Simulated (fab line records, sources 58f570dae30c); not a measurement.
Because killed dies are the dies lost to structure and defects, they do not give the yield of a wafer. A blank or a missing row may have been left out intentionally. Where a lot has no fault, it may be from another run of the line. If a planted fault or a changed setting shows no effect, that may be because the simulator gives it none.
Which tool did it?    flow berkeley_cmos170    14 lots, 42 wafers sampled, at 2 steps of a route of 331

== WHAT EACH GAUGE READ, for each wafer ==
UCB170_PWELL_THK_MEAS_03. Usual: PWELL_OXIDE_THK typically reads 26.8 nm, with standard deviation 0.44.
lot   measured     on             PWELL_OXIDE_THK (nm)  flag
L872  day 3 11:29  film_metro-03  26.5 26.6 26.4        
L874  day 3 20:08  film_metro-03  27.0 26.7 26.6        
L875  day 3 20:08  film_metro-04  27.0 26.9 26.7        
L877  day 4 10:35  film_metro-03  26.9 27.3 27.2        
L880  day 4 17:32  film_metro-01  27.0 27.3 27.3        
L879  day 4 17:32  film_metro-03  26.6 26.8 27.1        
L878  day 4 17:33  film_metro-04  26.5 26.8 27.3        
L883  day 5 15:28  film_metro-01  26.2 26.0 26.5        
L889  day 5 22:14  film_metro-04  26.9 26.8 27.1        
L888  day 5 22:14  film_metro-03  26.8 26.9 27.0        
L891  day 6 10:22  film_metro-01  26.2 26.6 26.6        
L892  day 6 19:55  film_metro-03  27.0 26.7 27.0        
L893  day 6 22:40  film_metro-03  27.6 27.8 27.5        
L894  day 7 04:35  film_metro-03  26.3 27.1 26.6        

UCB170_WELLDRIVE_THK_MEAS_02. Usual: WELLDRIVE_OXIDE_THK typically reads 201 nm, with standard deviation 3.7.
lot   measured     on             WELLDRIVE_OXIDE_THK (nm)  flag
L872  day 4 13:17  film_metro-03  191 193 195               
L874  day 4 22:26  film_metro-04  201 201 201               
L875  day 4 22:23  film_metro-03  201 202 204               
L877  day 5 05:56  film_metro-02  205 203 205               
L880  day 5 14:07  film_metro-03  196 198 197               
L879  day 5 14:08  film_metro-02  204 205 203               
L878  day 5 14:08  film_metro-04  204 201 200               
L883  day 6 13:15  film_metro-02  200 199 198               
L889  day 6 16:44  film_metro-04  194 192 195               
L888  day 6 16:45  film_metro-02  206 203 202               
L891  day 7 03:29  film_metro-02  204 207 203               
L892  day 7 17:37  film_metro-02  197 198 198               
L893  day 7 21:20  film_metro-03  196 199 197               
L894  day 7 23:53  film_metro-02  205 205 205               

== WHICH TOOL RAN EACH LOT (tool, then ch and the chambers of the sampled wafers, then the start) ==
No process step before these readings appears in the record.

== WHAT THE TOOLS THEMSELVES READ (means of the sampled wafers that have a number; where no wafer has one, the mark that the record gives instead) ==
The record holds no such reading with a usual standard deviation.

== THE ANSWER, worked out from the rows above alone ==
Rule: a lot counts as off when the mean over its wafers that have a number is more than 3 standard deviations away from the usual mean. Also off: a lot with no number at a reading for which 4 or more lots have one. Where the step has rows for the other lots, those lots are counted as sound. First the gauges in route order, then the tools' own readings, where a lot's mean is used as printed above. The first step at which some lot is off is used, and at that step the reading that is off furthest; a lot without a number counts as furthest.
No lot is off at any reading shown: from this, nothing can be told.

== WHAT HAD BEEN PUT IN BY THE SIMULATOR ==
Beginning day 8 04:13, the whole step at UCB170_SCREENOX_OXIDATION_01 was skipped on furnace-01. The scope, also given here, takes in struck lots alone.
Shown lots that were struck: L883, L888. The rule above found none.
